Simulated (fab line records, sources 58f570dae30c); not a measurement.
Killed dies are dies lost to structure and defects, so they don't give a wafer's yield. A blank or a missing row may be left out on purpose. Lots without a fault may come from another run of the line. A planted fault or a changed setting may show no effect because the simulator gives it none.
Which tool did it? | flow berkeley_cmos170 | 14 lots, 42 wafers sampled, at 2 steps of a route of 331

WHAT THE GAUGES READ, wafer by wafer
UCB170_WELLDRIVE_THK_MEAS_02.
lot  | measured    | on            | WELLDRIVE_OXIDE_THK (nm)
L320 | day 4 02:02 | film_metro-01 | 203 201 202
L321 | day 4 02:05 | film_metro-03 | 200 202 203
L324 | day 5 05:33 | film_metro-03 | 198 198 198
L325 | day 5 05:34 | film_metro-02 | 200 200 195
L326 | day 5 05:33 | film_metro-01 | 191 195 194
L327 | day 5 19:28 | film_metro-03 | 202 203 207
L328 | day 5 19:27 | film_metro-02 | 199 200 204
L329 | day 6 14:10 | film_metro-02 | 310 314 314
L331 | day 6 14:28 | film_metro-02 | 199 205 204
L332 | day 6 14:28 | film_metro-03 | 198 195 196
L333 | day 7 09:55 | film_metro-02 | 202 203 202
L334 | day 7 09:53 | film_metro-03 | 205 203 203
L337 | day 7 23:29 | film_metro-02 | 296 299 302
L340 | day 8 09:16 | film_metro-03 | 202 201 199

WHICH TOOL RAN EACH LOT (tool, then ch and the chambers of the sampled wafers, then the start)
lot  | UCB170_WELLDRIVE_OXIDATION_01
L320 | furnace-04 ch 0, day 3 22:32
L321 | furnace-04 ch 0, day 3 22:32
L324 | furnace-04 ch 0, day 5 02:02
L325 | furnace-04 ch 0, day 5 02:02
L326 | furnace-04 ch 0, day 5 02:02
L327 | furnace-02 ch 0, day 5 15:56
L328 | furnace-02 ch 0, day 5 15:56
L329 | furnace-02 ch 0, day 6 05:55
L331 | furnace-04 ch 0, day 6 10:58
L332 | furnace-04 ch 0, day 6 10:58
L333 | furnace-04 ch 0, day 7 06:23
L334 | furnace-04 ch 0, day 7 06:23
L337 | furnace-02 ch 0, day 7 15:08
L340 | furnace-02 ch 0, day 8 05:46
- UCB170_WELLDRIVE_OXIDATION_01: target thk 199 nm, ox time 9000 s.

WHAT THE TOOLS THEMSELVES READ (means of the sampled wafers that have a number; where no wafer has one, the mark that the record gives instead)
UCB170_WELLDRIVE_OXIDATION_01.
lot  | tool       | spike_tc_centre_C (C) | spike_tc_source_C (C) | zone_power_load_pct (%)
L320 | furnace-04 | 1103.5                | 1127                  | 48.1
L321 | furnace-04 | 1102.6                | 1128                  | 48.5
L324 | furnace-04 | 1102.0                | 1128                  | 48.5
L325 | furnace-04 | 1102.3                | 1128                  | 48.3
L326 | furnace-04 | 1102.9                | 1128                  | 48.3
L327 | furnace-02 | 1102.2                | 1119                  | 42.8
L328 | furnace-02 | 1102.4                | 1120                  | 42.9
L329 | furnace-02 | 1101.7                | 1120                  | 42.9
L331 | furnace-04 | 1102.7                | 1129                  | 48.5
L332 | furnace-04 | 1101.7                | 1128                  | 48.2
L333 | furnace-04 | 1102.9                | 1127                  | 48.5
L334 | furnace-04 | 1103.6                | 1128                  | 48.4
L337 | furnace-02 | 1101.5                | 1120                  | 42.8
L340 | furnace-02 | 1101.7                | 1119                  | 42.8

THE ANSWER, worked out from the rows above alone
Rule: what is usual is taken from the lots themselves. Put in order of their means at a reading, lots are off if they are a third of the lots or fewer, leave a main group of 4 or more, and stand apart from it by a gap of 3 or more times the standard deviation of the main group's means; of several such gaps the widest counts. A main group whose means are all the same, to the digits that the tables above print for the reading, isn't used. A lot without any number at a reading at which 4 lots or more have one is off too. The other lots that the step has rows for count as sound. The gauges are gone through in route order, then the tools' own readings, and for those a lot's mean is taken as printed above. The first step at which some lot is off is used, and at that step the reading that is off furthest; a lot without a number counts as furthest.
Off: L329, L337, at UCB170_WELLDRIVE_THK_MEAS_02 (WELLDRIVE_OXIDE_THK). The main group: mean 200 nm, standard deviation 3.1.
A tool fits if, at a process step before that reading, it ran every lot that is off, and no sound lot after the first of them. The gauges at UCB170_WELLDRIVE_THK_MEAS_02 are tried like those tools. None of those tried fits.

WHAT THE SIMULATOR HAD PUT IN
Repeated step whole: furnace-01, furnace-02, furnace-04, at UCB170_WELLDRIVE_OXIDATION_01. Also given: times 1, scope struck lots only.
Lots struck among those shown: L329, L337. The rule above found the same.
